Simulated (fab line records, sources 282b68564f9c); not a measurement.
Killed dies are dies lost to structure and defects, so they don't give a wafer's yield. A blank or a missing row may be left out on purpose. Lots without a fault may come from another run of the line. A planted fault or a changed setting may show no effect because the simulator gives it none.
Which tool did it? | flow rit_cmos | 15 lots, 45 wafers sampled, at 1 step of a route of 202

WHAT THE GAUGES READ, wafer by wafer
The record holds no reading of a measuring or inspecting step that can be judged against a usual standard deviation.

WHICH TOOL RAN EACH LOT (tool, then ch and the chambers of the sampled wafers, then the start)
lot  | RIT_PRETRO_PEB_04
L263 | litho_track-03 ch 0, day 2 10:44
L264 | litho_track-04 ch 0, day 2 13:43
L268 | litho_track-01 ch 0, day 3 07:28
L270 | litho_track-03 ch 0, day 3 19:26
L271 | litho_track-03 ch 0, day 4 00:35
L273 | litho_track-03 ch 0, day 4 09:05
L274 | litho_track-04 ch 0, day 4 15:49
L276 | litho_track-01, day 5 00:44
L277 | litho_track-03, day 5 05:01
L278 | litho_track-01, day 5 11:23
L282 | litho_track-04 ch 0, day 6 07:21
L283 | litho_track-01 ch 0, day 6 13:26
L284 | litho_track-01 ch 0, day 7 02:41
L285 | litho_track-03 ch 0, day 7 03:03
L286 | litho_track-01 ch 0, day 7 20:47
- RIT_PRETRO_PEB_04

WHAT THE TOOLS THEMSELVES READ (means of the sampled wafers that have a number; where no wafer has one, the mark that the record gives instead)
RIT_PRETRO_PEB_04. Usual: exhaust_pa 45.1 Pa, standard deviation 0.97.
lot  | tool           | exhaust_pa (Pa) | flag
L263 | litho_track-03 | 44.6            |
L264 | litho_track-04 | 44.2            |
L268 | litho_track-01 | 45.6            |
L270 | litho_track-03 | 45.2            |
L271 | litho_track-03 | 46.3            |
L273 | litho_track-03 | 45.7            |
L274 | litho_track-04 | 45.8            |
L276 | litho_track-01 | -               | OFF
L277 | litho_track-03 | -               | OFF
L278 | litho_track-01 | -               | OFF
L282 | litho_track-04 | 44.8            |
L283 | litho_track-01 | 44.3            |
L284 | litho_track-01 | 45.0            |
L285 | litho_track-03 | 45.3            |
L286 | litho_track-01 | 45.2            |

THE ANSWER, worked out from the rows above alone
Rule: a lot is off if the mean of its wafers that have a number lies more than 3 standard deviations from the usual mean. A lot without any number at a reading at which 4 lots or more have one is off too. The other lots that the step has rows for count as sound. The gauges are gone through in route order, then the tools' own readings, and for those a lot's mean is taken as printed above. The first step at which some lot is off is used, and at that step the reading that is off furthest; a lot without a number counts as furthest.
Off: L276, L277, L278, at RIT_PRETRO_PEB_04 (exhaust_pa). Without a number there: L276, L277, L278.
A tool fits if, at that step or a process step before it, it ran every lot that is off, and no sound lot after the first of them. None of those tried fits.

WHAT THE SIMULATOR HAD PUT IN
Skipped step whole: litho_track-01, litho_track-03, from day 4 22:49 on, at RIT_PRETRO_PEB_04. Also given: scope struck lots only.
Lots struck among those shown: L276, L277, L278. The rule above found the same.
